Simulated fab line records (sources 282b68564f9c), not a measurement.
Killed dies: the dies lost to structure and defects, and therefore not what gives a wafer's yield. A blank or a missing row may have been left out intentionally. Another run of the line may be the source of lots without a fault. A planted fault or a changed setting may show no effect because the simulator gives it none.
Split-lot trial | flow rit cmos | on a route of 202 steps: 5 lots, 23 wafers read

ON THE SPLIT
At RIT_NRETRO_COAT_01 (resist thk 1300 nm), the setting resist thk nm was moved away from the recipe's 1300 nm on 9 of the 23 wafers read, by -5.8% to +5.1%. This setting was run at the recipe's value on the other wafers.

Reading taken at the split's own step.

THE READING
NOVOLAK_of_NRETRO_COAT_01.thk nm (the simulator's own value, which no gauge read), in nm, at RIT_NRETRO_COAT_01 (resist thk 1300 nm). The file does not state a usual value for it. The 14 wafers here that ran the recipe average 1302 nm, standard deviation 3.4 nm.

wafer  | tool, chamber at the split | resist thk nm as run, nm | against the recipe | NOVOLAK_of_NRETRO_COAT_01.thk nm, nm | against lot-mates on the recipe
L074.1 | litho track-04, 0          | 1224                     | -5.8%              | 1226                                 | -81
L074.2 | litho track-04, 0          | 1300                     | recipe             | 1307                                 | -
L074.6 | litho track-04, 0          | 1300                     | recipe             | 1307                                 | -
L074.4 | litho track-04, 0          | 1224                     | -5.8%              | 1233                                 | -74
L074.5 | litho track-04, 0          | 1224                     | -5.8%              | 1229                                 | -78
L075.1 | litho track-01, 0          | 1300                     | recipe             | 1303                                 | -
L075.2 | litho track-01, 0          | 1300                     | recipe             | 1298                                 | -
L075.5 | litho track-01, 0          | 1300                     | recipe             | 1305                                 | -
L077.1 | litho track-04, 0          | 1225                     | -5.8%              | 1222                                 | -76
L077.2 | litho track-04, 0          | 1300                     | recipe             | 1298                                 | -
L077.3 | litho track-04, 0          | 1225                     | -5.8%              | 1220                                 | -78
L077.4 | litho track-04, 0          | 1225                     | -5.8%              | 1221                                 | -76
L077.6 | litho track-04, 0          | 1300                     | recipe             | 1297                                 | -
L084.1 | litho track-01, 0          | 1300                     | recipe             | 1305                                 | -
L084.2 | litho track-01, 0          | 1300                     | recipe             | 1303                                 | -
L084.4 | litho track-01, 0          | 1300                     | recipe             | 1308                                 | -
L084.5 | litho track-01, 0          | 1300                     | recipe             | 1301                                 | -
L084.6 | litho track-01, 0          | 1300                     | recipe             | 1301                                 | -
L085.1 | litho track-01, 0          | 1366                     | +5.1%              | 1371                                 | +70
L085.2 | litho track-01, 0          | 1366                     | +5.1%              | 1366                                 | +65
L085.4 | litho track-01, 0          | 1366                     | +5.1%              | 1364                                 | +63
L085.5 | litho track-01, 0          | 1300                     | recipe             | 1300                                 | -
L085.6 | litho track-01, 0          | 1300                     | recipe             | 1302                                 | -

FIT RESULTS
A straight line over all 23 wafers: NOVOLAK_of_NRETRO_COAT_01.thk nm changes by +13.1 nm for each +1% of resist thk nm; r = +1.00; the points scatter about the line by 4.2 nm.
The same after taking each lot's own level away (the mean of its wafers on the recipe; 23 wafers): +13.2 nm for each +1%; r = +1.00; scatter 2.4 nm.
Per that fit: largest resist thk nm move, reading shift of 77 nm.
From 1297.5 to 1307.0 nm: that is the span of the lots' own levels, equal to 2.8 times the standard deviation above.
Consequently the slope shifts little with the lot-to-lot level, the two slopes agreeing.
Check: for one of the wafers moved furthest among these (-5.8%), held out of the fit, the line's prediction against its lot-mates is -76.7 nm. Against them it came out at -81 nm.

OTHER SPLITS ON THESE WAFERS
These wafers also went through other splits before the reading. Each is held against what the fit with the lots' levels taken away leaves over:
other split on the same wafers  | wafers away from the commonest value | r with NOVOLAK_of_NRETRO_COAT_01.thk nm (lot level and that fit taken away)
RIT_ACTIVE_CVD_03 time s        | 18                                   | +0.04
RIT_ACTIVE_HARDBAKE_12 temp c   | 8                                    | -0.03
RIT_FOX2_OXIDATION_00 ox time s | 18                                   | -0.01
RIT_NWELL_SOFTBAKE_02 temp c    | 10                                   | -0.04
RIT_NWELL_IMPLANT_08 dose cm2   | 4                                    | -0.06
RIT_PWELL_SOFTBAKE_02 temp c    | 6                                    | +0.01

FILE'S OWN FIT
NOVOLAK_of_NRETRO_COAT_01.thk nm changes by +13.2 nm for each +1% of resist thk nm, r = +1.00.
